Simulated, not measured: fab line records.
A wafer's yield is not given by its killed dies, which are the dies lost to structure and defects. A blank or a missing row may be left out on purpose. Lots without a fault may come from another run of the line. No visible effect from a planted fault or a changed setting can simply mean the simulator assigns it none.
What tool caused it? | flow rit cmos | 42 wafers sampled from 14 lots at 1 step of a route of 202

== WHAT THE GAUGES READ, wafer by wafer ==
RIT_PRETRO_TW_MEAS_10.
lot  | measured    | on            | PRETRO_TW
L274 | day 2 07:49 | film metro-04 | 472 474 475
L275 | day 2 12:20 | film metro-02 | 468 470 471
L276 | day 2 18:40 | film metro-02 | 468 469 469
L277 | day 2 23:20 | film metro-03 | 475 474 475
L278 | day 3 05:09 | film metro-02 | 470 471 471
L279 | day 3 08:07 | film metro-04 | 477 476 477
L280 | day 3 14:02 | film metro-02 | 468 472 472
L281 | day 3 19:31 | film metro-02 | 468 472 469
L282 | day 4 01:36 | film metro-02 | 468 470 470
L287 | day 5 07:28 | film metro-03 | 476 477 475
L288 | day 5 10:26 | film metro-04 | 475 477 477
L294 | day 6 11:50 | film metro-04 | 477 480 478
L295 | day 6 15:52 | film metro-04 | 478 480 479
L297 | day 7 04:47 | film metro-02 | 476 471 473

== TOOL THAT RAN EACH LOT (tool first, then ch and the chambers of the sampled wafers, then the start) ==
There is no process step in the record ahead of these readings.

== WHAT THE TOOLS THEMSELVES READ (means of the sampled wafers that have a number; where no wafer has one, the mark that the record gives instead) ==
The record holds no such reading with a usual standard deviation.

== THE ANSWER, worked out from the rows above alone ==
Rule: usual is defined by the lots themselves. Put in order of their means at a reading, lots are off if they are a third of the lots or fewer, leave a main group of 4 or more, and stand apart from it by a gap of 3 or more times the standard deviation of the main group's means; of several such gaps the widest counts. Not used: any main group whose means are identical at the precision the tables above print for the reading. A lot without any number at a reading at which 4 lots or more have one is off too. Any other lot the step has rows for is counted as sound. First the gauges in route order, then the tools' own readings, where a lot's mean is used as printed above. At the first step where some lot is off, the reading lying furthest off is the one used; lots without a number count as furthest.
No lot is off on any of the readings shown, so nothing can be concluded from this.

== WHAT THE SIMULATOR PUT IN ==
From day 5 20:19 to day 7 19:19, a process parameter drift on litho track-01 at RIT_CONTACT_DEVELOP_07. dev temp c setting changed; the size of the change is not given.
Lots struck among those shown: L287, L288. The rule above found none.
